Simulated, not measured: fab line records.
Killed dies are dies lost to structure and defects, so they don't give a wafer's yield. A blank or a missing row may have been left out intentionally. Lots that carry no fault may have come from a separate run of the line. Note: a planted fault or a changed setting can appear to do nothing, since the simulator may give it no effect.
Matching of chambers -- flow berkeley cmos170 -- UCB170_M2_ETCH_17 on rie diel-04: 4 sister chambers
The step etches BARC in N2/H2. 8 wafers are shown with their chamber, then 7 later ones without.

WAFERS PAIRED WITH THEIR CHAMBERS
wafer,chamber,throttle valve pct (%),drypump motor current A (A)
L580.1,3,12.88,6.0
L580.3,0,13.51,6.2
L582.3,3,12.88,6.1
L584.2,2,13.26,5.1
L584.3,1,13.06,5.3
L584.6,0,13.52,6.2
L592.1,1,13.07,5.3
L592.3,2,13.25,5.1

WAFERS WITHOUT THEIR CHAMBER
wafer,throttle valve pct (%),drypump motor current A (A)
L592.5,13.08,5.3
L589.1,13.26,5.2
L589.4,13.53,6.2
L589.5,12.87,6.0
L599.2,13.26,5.2
L599.3,13.08,5.3
L599.5,13.07,5.3

THE CHAMBER EACH PASSED THROUGH
wafer,from the rows above,in truth
L592.5,1,1
L589.1,2,2
L589.4,0,0
L589.5,3,3
L599.2,2,2
L599.3,1,1
L599.5,1,1
Correctly placed: 7 of 7. From these rows, 0 cannot be placed. 0 placed wrongly.
How it was worked out, from the rows above alone: a wafer's distance from a chamber is the root of the sum, over the readings, of the square of ((its reading less the chamber's mean) divided by the reading's scatter). If the next closest chamber is less than 2 further off than the closest, the wafer can't be placed; otherwise it belongs to the closest. A chamber's mean is the mean of its shown wafers. The scatter: take each reading less its chamber's mean, square it, sum over the shown wafers, divide by the number of wafers less the number of chambers, and take the root.
